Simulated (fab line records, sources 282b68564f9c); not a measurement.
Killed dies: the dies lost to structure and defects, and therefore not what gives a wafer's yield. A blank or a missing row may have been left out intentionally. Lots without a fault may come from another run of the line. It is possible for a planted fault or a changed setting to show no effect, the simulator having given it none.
The tool behind it: which one? :: flow rit_cmos :: 13 lots, 39 wafers sampled, at 7 steps of a route of 202

== WHAT EACH GAUGE READ, for each wafer ==
RIT_NWELL_OVL_MEAS_06. Usual: NWELL_OVL 1.6 nm, standard deviation 1.4.
lot: L224
measured: day 2 02:08
on: overlay-02
NWELL_OVL (nm): -0.1 -2.2 0.1
flag: 

lot: L227
measured: day 2 14:34
on: overlay-02
NWELL_OVL (nm): 1.5 2.5 2.2
flag: 

lot: L228
measured: day 2 17:41
on: overlay-02
NWELL_OVL (nm): 2.9 2.6 2.8
flag: 

lot: L229
measured: day 2 22:17
on: overlay-02
NWELL_OVL (nm): 4.6 4.2 4.1
flag: 

lot: L230
measured: day 3 04:31
on: overlay-02
NWELL_OVL (nm): -0.2 2.1 1.3
flag: 

lot: L231
measured: day 3 09:13
on: overlay-02
NWELL_OVL (nm): -0.3 0.2 -0.6
flag: 

lot: L232
measured: day 3 14:00
on: overlay-02
NWELL_OVL (nm): 2.0 1.0 -0.6
flag: 

lot: L235
measured: day 4 06:11
on: overlay-02
NWELL_OVL (nm): 0.4 0.6 2.5
flag: 

lot: L236
measured: day 4 09:33
on: overlay-02
NWELL_OVL (nm): - - -
flag: OFF

lot: L243
measured: day 5 19:55
on: overlay-01
NWELL_OVL (nm): 1.4 2.6 3.8
flag: 

lot: L244
measured: day 6 01:26
on: overlay-01
NWELL_OVL (nm): 5.1 1.7 4.3
flag: 

lot: L246
measured: day 6 10:36
on: overlay-02
NWELL_OVL (nm): 0.7 -0.1 -0.5
flag: 

lot: L247
measured: day 6 15:13
on: overlay-01
NWELL_OVL (nm): 1.9 2.0 4.1
flag: 

RIT_NWELL_TW_MEAS_10. Usual: NWELL_TW 2178, standard deviation 19.
lot: L224
measured: day 2 02:45
on: film_metro-04
NWELL_TW: 2186 2191 2196
flag: 

lot: L227
measured: day 2 15:11
on: film_metro-02
NWELL_TW: 2195 2206 2192
flag: 

lot: L228
measured: day 2 18:18
on: film_metro-02
NWELL_TW: 2182 2183 2188
flag: 

lot: L229
measured: day 2 22:57
on: film_metro-03
NWELL_TW: 2164 2169 2174
flag: 

lot: L230
measured: day 3 05:08
on: film_metro-04
NWELL_TW: 2184 2191 2185
flag: 

lot: L231
measured: day 3 09:50
on: film_metro-02
NWELL_TW: 2188 2193 2187
flag: 

lot: L232
measured: day 3 14:41
on: film_metro-03
NWELL_TW: 2162 2163 2146
flag: 

lot: L235
measured: day 4 06:47
on: film_metro-03
NWELL_TW: 2166 2161 2160
flag: 

lot: L236
measured: day 4 10:10
on: film_metro-03
NWELL_TW: 30 30 30
flag: OFF

lot: L243
measured: day 5 20:31
on: film_metro-02
NWELL_TW: 2179 2184 2164
flag: 

lot: L244
measured: day 6 02:02
on: film_metro-04
NWELL_TW: 2191 2182 2192
flag: 

lot: L246
measured: day 6 11:13
on: film_metro-04
NWELL_TW: 2192 2179 2190
flag: 

lot: L247
measured: day 6 15:49
on: film_metro-02
NWELL_TW: 2159 2169 2169
flag: 

RIT_PWELL_TW_MEAS_10. Usual: PWELL_TW 958, standard deviation 8.3.
lot: L224
measured: day 2 04:35
on: film_metro-04
PWELL_TW: 971 969 969
flag: 

lot: L227
measured: day 2 16:48
on: film_metro-02
PWELL_TW: 968 963 968
flag: 

lot: L228
measured: day 2 19:51
on: film_metro-03
PWELL_TW: 958 959 959
flag: 

lot: L229
measured: day 3 00:47
on: film_metro-02
PWELL_TW: 969 973 974
flag: 

lot: L230
measured: day 3 06:49
on: film_metro-04
PWELL_TW: 966 970 965
flag: 

lot: L231
measured: day 3 11:30
on: film_metro-02
PWELL_TW: 965 964 956
flag: 

lot: L232
measured: day 3 16:29
on: film_metro-03
PWELL_TW: 948 951 945
flag: 

lot: L235
measured: day 4 08:28
on: film_metro-03
PWELL_TW: 955 953 949
flag: 

lot: L236
measured: day 4 11:56
on: film_metro-03
PWELL_TW: 2223 2215 2214
flag: OFF

lot: L243
measured: day 5 22:12
on: film_metro-03
PWELL_TW: 944 944 946
flag: 

lot: L244
measured: day 6 03:35
on: film_metro-03
PWELL_TW: 945 943 948
flag: 

lot: L246
measured: day 6 12:52
on: film_metro-02
PWELL_TW: 959 956 951
flag: 

lot: L247
measured: day 6 17:34
on: film_metro-02
PWELL_TW: 957 964 955
flag: 

RIT_PRETRO_OVL_MEAS_06. Usual: PRETRO_OVL 1.1 nm, standard deviation 1.4.
lot: L224
measured: day 2 12:44
on: overlay-02
PRETRO_OVL (nm): 1.0 0.5 2.1
flag: 

lot: L227
measured: day 3 00:46
on: overlay-02
PRETRO_OVL (nm): 2.9 1.1 0.9
flag: 

lot: L228
measured: day 3 03:44
on: overlay-02
PRETRO_OVL (nm): 0.9 0.4 1.5
flag: 

lot: L229
measured: day 3 08:36
on: overlay-02
PRETRO_OVL (nm): 1.5 3.0 2.8
flag: 

lot: L230
measured: day 3 14:44
on: overlay-02
PRETRO_OVL (nm): -0.5 0.4 1.6
flag: 

lot: L231
measured: day 3 19:26
on: overlay-02
PRETRO_OVL (nm): 0.5 2.9 2.4
flag: 

lot: L232
measured: day 4 00:32
on: overlay-02
PRETRO_OVL (nm): 0.3 2.2 0.7
flag: 

lot: L235
measured: day 4 16:17
on: overlay-02
PRETRO_OVL (nm): 0.3 0.3 1.2
flag: 

lot: L236
measured: day 4 20:25
on: overlay-01
PRETRO_OVL (nm): 1.7 1.0 1.0
flag: 

lot: L243
measured: day 6 06:40
on: overlay-01
PRETRO_OVL (nm): 2.2 2.6 0.5
flag: 

lot: L244
measured: day 6 11:26
on: overlay-02
PRETRO_OVL (nm): 2.2 2.7 1.0
flag: 

lot: L246
measured: day 6 21:34
on: overlay-02
PRETRO_OVL (nm): 2.8 0.9 1.6
flag: 

lot: L247
measured: day 7 01:23
on: overlay-01
PRETRO_OVL (nm): 3.0 0.8 0.5
flag: 

== EACH LOT AND THE TOOL THAT RAN IT (in order: tool; ch and the chambers of the sampled wafers; start) ==
lot: L224
RIT_ACTIVE_ETCH_13: rie_diel-03 ch 2,3, day 1 14:48
RIT_NWELL_EXPOSE_03: iline_stepper-01 ch 0, day 2 01:44
RIT_NRETRO_STRIP_09: plasma_asher-02 ch 0,1, day 2 11:29

lot: L227
RIT_ACTIVE_ETCH_13: rie_diel-04 ch 0,2, day 2 07:33
RIT_NWELL_EXPOSE_03: iline_stepper-01 ch 0, day 2 14:08
RIT_NRETRO_STRIP_09: plasma_asher-01 ch 1, day 2 23:29

lot: L228
RIT_ACTIVE_ETCH_13: rie_diel-03 ch 0,1, day 2 12:15
RIT_NWELL_EXPOSE_03: iline_stepper-01 ch 0, day 2 17:17
RIT_NRETRO_STRIP_09: plasma_asher-02 ch 0,1, day 3 02:40

lot: L229
RIT_ACTIVE_ETCH_13: rie_diel-04 ch 1,2, day 2 16:32
RIT_NWELL_EXPOSE_03: iline_stepper-02 ch 0, day 2 21:39
RIT_NRETRO_STRIP_09: plasma_asher-02 ch 0,1, day 3 07:28

lot: L230
RIT_ACTIVE_ETCH_13: rie_diel-03 ch 0,1,3, day 2 21:19
RIT_NWELL_EXPOSE_03: iline_stepper-02 ch 0, day 3 04:05
RIT_NRETRO_STRIP_09: plasma_asher-02 ch 0,1, day 3 13:30

lot: L231
RIT_ACTIVE_ETCH_13: rie_diel-04 ch 0,2,3, day 3 02:46
RIT_NWELL_EXPOSE_03: iline_stepper-01 ch 0, day 3 08:48
RIT_NRETRO_STRIP_09: plasma_asher-01 ch 0,1, day 3 18:11

lot: L232
RIT_ACTIVE_ETCH_13: rie_diel-03 ch 0,1,2, day 3 08:33
RIT_NWELL_EXPOSE_03: iline_stepper-01 ch 0, day 3 13:35
RIT_NRETRO_STRIP_09: plasma_asher-04 ch 0,1, day 3 23:21

lot: L235
RIT_ACTIVE_ETCH_13: rie_diel-01 ch 0,3, day 3 22:14
RIT_NWELL_EXPOSE_03: iline_stepper-02 ch 0, day 4 05:45
RIT_NRETRO_STRIP_09: plasma_asher-02 ch 0,1, day 4 15:10

lot: L236
RIT_ACTIVE_ETCH_13: rie_diel-01 ch 0,1, day 4 03:34
RIT_NWELL_EXPOSE_03: iline_stepper-02 ch 0, day 4 09:08
RIT_NRETRO_STRIP_09: plasma_asher-02 ch 0,1, day 4 19:10

lot: L243
RIT_ACTIVE_ETCH_13: rie_diel-04 ch 0,1,2, day 5 13:47
RIT_NWELL_EXPOSE_03: iline_stepper-01 ch 0, day 5 19:29
RIT_NRETRO_STRIP_09: plasma_asher-01 ch 0, day 6 05:33

lot: L244
RIT_ACTIVE_ETCH_13: rie_diel-04 ch 0,2,3, day 5 19:02
RIT_NWELL_EXPOSE_03: iline_stepper-02 ch 0, day 6 01:00
RIT_NRETRO_STRIP_09: plasma_asher-04 ch 0,1, day 6 10:19

lot: L246
RIT_ACTIVE_ETCH_13: rie_diel-03 ch 1,2,3, day 6 05:07
RIT_NWELL_EXPOSE_03: iline_stepper-01 ch 0, day 6 10:11
RIT_NRETRO_STRIP_09: plasma_asher-04 ch 0,1, day 6 20:20

lot: L247
RIT_ACTIVE_ETCH_13: rie_diel-01 ch 0,1,3, day 6 09:43
RIT_NWELL_EXPOSE_03: iline_stepper-01 ch 0, day 6 14:47
RIT_NRETRO_STRIP_09: plasma_asher-01 ch 0,1, day 7 00:16
- RIT_ACTIVE_ETCH_13: etches Si3N4 in SF6, stops on SiO2, time 210 s, target depth 210 nm.
- RIT_NWELL_EXPOSE_03: exposes mask M2, target cd 43900 nm.
- RIT_NRETRO_STRIP_09: strips in O2, time 180 s.

== AS READ BY THE TOOLS THEMSELVES (means over the sampled wafers that have a number; for cases with no such wafer, the mark the record gives instead) ==
RIT_ACTIVE_ETCH_13. Usual: chamber_pressure_mTorr 260.01 mTorr, standard deviation 0.25; drypump_motor_current_A 5.8 A, standard deviation 0.5; oes_product_au 0.805 a.u., standard deviation 0.018; rf_fwd_power_W 124.7 W, standard deviation 0.38; throttle_valve_pct 7.49 %, standard deviation 0.13.
lot: L224
tool: rie_diel-03
chamber_pressure_mTorr (mTorr): 260.03
drypump_motor_current_A (A): 6.6
oes_product_au (a.u.): 0.786
rf_fwd_power_W (W): 125.0
throttle_valve_pct (%): 7.45
flag: 

lot: L227
tool: rie_diel-04
chamber_pressure_mTorr (mTorr): 260.02
drypump_motor_current_A (A): 5.7
oes_product_au (a.u.): 0.790
rf_fwd_power_W (W): 124.4
throttle_valve_pct (%): 7.44
flag: 

lot: L228
tool: rie_diel-03
chamber_pressure_mTorr (mTorr): 259.87
drypump_motor_current_A (A): 5.9
oes_product_au (a.u.): 0.814
rf_fwd_power_W (W): 124.9
throttle_valve_pct (%): 7.53
flag: 

lot: L229
tool: rie_diel-04
chamber_pressure_mTorr (mTorr): 259.81
drypump_motor_current_A (A): 5.3
oes_product_au (a.u.): 0.819
rf_fwd_power_W (W): 124.5
throttle_valve_pct (%): 7.59
flag: 

lot: L230
tool: rie_diel-03
chamber_pressure_mTorr (mTorr): 260.12
drypump_motor_current_A (A): 6.0
oes_product_au (a.u.): 0.803
rf_fwd_power_W (W): 124.7
throttle_valve_pct (%): 7.48
flag: 

lot: L231
tool: rie_diel-04
chamber_pressure_mTorr (mTorr): 260.01
drypump_motor_current_A (A): 5.5
oes_product_au (a.u.): 0.810
rf_fwd_power_W (W): 124.5
throttle_valve_pct (%): 7.53
flag: 

lot: L232
tool: rie_diel-03
chamber_pressure_mTorr (mTorr): 260.02
drypump_motor_current_A (A): 6.1
oes_product_au (a.u.): 0.803
rf_fwd_power_W (W): 124.1
throttle_valve_pct (%): 7.54
flag: 

lot: L235
tool: rie_diel-01
chamber_pressure_mTorr (mTorr): 260.02
drypump_motor_current_A (A): 5.9
oes_product_au (a.u.): 0.810
rf_fwd_power_W (W): 124.9
throttle_valve_pct (%): 7.40
flag: 

lot: L236
tool: rie_diel-01
chamber_pressure_mTorr (mTorr): 260.02
drypump_motor_current_A (A): 6.0
oes_product_au (a.u.): 0.816
rf_fwd_power_W (W): 125.0
throttle_valve_pct (%): 7.49
flag: 

lot: L243
tool: rie_diel-04
chamber_pressure_mTorr (mTorr): 260.16
drypump_motor_current_A (A): 5.5
oes_product_au (a.u.): 0.814
rf_fwd_power_W (W): 124.9
throttle_valve_pct (%): 7.52
flag: 

lot: L244
tool: rie_diel-04
chamber_pressure_mTorr (mTorr): 260.15
drypump_motor_current_A (A): 5.5
oes_product_au (a.u.): 0.807
rf_fwd_power_W (W): 124.8
throttle_valve_pct (%): 7.53
flag: 

lot: L246
tool: rie_diel-03
chamber_pressure_mTorr (mTorr): 260.05
drypump_motor_current_A (A): 6.3
oes_product_au (a.u.): 0.798
rf_fwd_power_W (W): 124.9
throttle_valve_pct (%): 7.43
flag: 

lot: L247
tool: rie_diel-01
chamber_pressure_mTorr (mTorr): 259.98
drypump_motor_current_A (A): 6.0
oes_product_au (a.u.): 0.807
rf_fwd_power_W (W): 125.0
throttle_valve_pct (%): 7.43
flag: 

RIT_NWELL_EXPOSE_03. Usual: focus_offset_nm at 0.0 nm, with a standard deviation of 0.47.
lot: L224
tool: iline_stepper-01
focus_offset_nm (nm): 0.1
flag: 

lot: L227
tool: iline_stepper-01
focus_offset_nm (nm): 0.3
flag: 

lot: L228
tool: iline_stepper-01
focus_offset_nm (nm): -0.1
flag: 

lot: L229
tool: iline_stepper-02
focus_offset_nm (nm): 0.5
flag: 

lot: L230
tool: iline_stepper-02
focus_offset_nm (nm): 0.0
flag: 

lot: L231
tool: iline_stepper-01
focus_offset_nm (nm): -0.8
flag: 

lot: L232
tool: iline_stepper-01
focus_offset_nm (nm): 0.2
flag: 

lot: L235
tool: iline_stepper-02
focus_offset_nm (nm): -0.1
flag: 

lot: L236
tool: iline_stepper-02
focus_offset_nm (nm): -0.0
flag: 

lot: L243
tool: iline_stepper-01
focus_offset_nm (nm): 0.5
flag: 

lot: L244
tool: iline_stepper-02
focus_offset_nm (nm): 0.0
flag: 

lot: L246
tool: iline_stepper-01
focus_offset_nm (nm): 0.2
flag: 

lot: L247
tool: iline_stepper-01
focus_offset_nm (nm): -0.1
flag: 

RIT_NRETRO_STRIP_09. Usual: chamber_pressure_mTorr 4000 mTorr, standard deviation 3.9; drypump_motor_current_A 5.6 A, standard deviation 0.44.
lot: L224
tool: plasma_asher-02
chamber_pressure_mTorr (mTorr): 4004
drypump_motor_current_A (A): 6.0
flag: 

lot: L227
tool: plasma_asher-01
chamber_pressure_mTorr (mTorr): 3995
drypump_motor_current_A (A): 6.0
flag: 

lot: L228
tool: plasma_asher-02
chamber_pressure_mTorr (mTorr): 4000
drypump_motor_current_A (A): 5.8
flag: 

lot: L229
tool: plasma_asher-02
chamber_pressure_mTorr (mTorr): 4003
drypump_motor_current_A (A): 6.0
flag: 

lot: L230
tool: plasma_asher-02
chamber_pressure_mTorr (mTorr): 4002
drypump_motor_current_A (A): 5.8
flag: 

lot: L231
tool: plasma_asher-01
chamber_pressure_mTorr (mTorr): 4003
drypump_motor_current_A (A): 5.7
flag: 

lot: L232
tool: plasma_asher-04
chamber_pressure_mTorr (mTorr): 4001
drypump_motor_current_A (A): 5.7
flag: 

lot: L235
tool: plasma_asher-02
chamber_pressure_mTorr (mTorr): 3999
drypump_motor_current_A (A): 5.8
flag: 

lot: L236
tool: plasma_asher-02
chamber_pressure_mTorr (mTorr): 3997
drypump_motor_current_A (A): 5.9
flag: 

lot: L243
tool: plasma_asher-01
chamber_pressure_mTorr (mTorr): 4001
drypump_motor_current_A (A): 5.0
flag: 

lot: L244
tool: plasma_asher-04
chamber_pressure_mTorr (mTorr): 4001
drypump_motor_current_A (A): 5.7
flag: 

lot: L246
tool: plasma_asher-04
chamber_pressure_mTorr (mTorr): 4000
drypump_motor_current_A (A): 5.4
flag: 

lot: L247
tool: plasma_asher-01
chamber_pressure_mTorr (mTorr): 4004
drypump_motor_current_A (A): 5.7
flag: 

== THE ANSWER, worked out from the rows above alone ==
Rule: a lot counts as off when the mean over its wafers that have a number is more than 3 standard deviations away from the usual mean. Also off: a lot with no number at a reading for which 4 or more lots have one. All remaining lots with rows at the step are treated as sound. First the gauges in route order, then the tools' own readings, where a lot's mean is used as printed above. At the first step where some lot is off, the reading lying furthest off is the one used; lots without a number count as furthest.
Off: L236, seen at RIT_NWELL_OVL_MEAS_06 (NWELL_OVL). Without a number there: L236.
If a tool, at a process step before that reading, ran all the lots that are off and no sound lot after the first of them, it fits. The gauges at RIT_NWELL_OVL_MEAS_06 aren't tried: what is off there is off at RIT_NWELL_TW_MEAS_10 too, on other tools, and a gauge's error can't cause that. Not one of the candidates tried fits.

== WHAT HAD BEEN PUT IN BY THE SIMULATOR ==
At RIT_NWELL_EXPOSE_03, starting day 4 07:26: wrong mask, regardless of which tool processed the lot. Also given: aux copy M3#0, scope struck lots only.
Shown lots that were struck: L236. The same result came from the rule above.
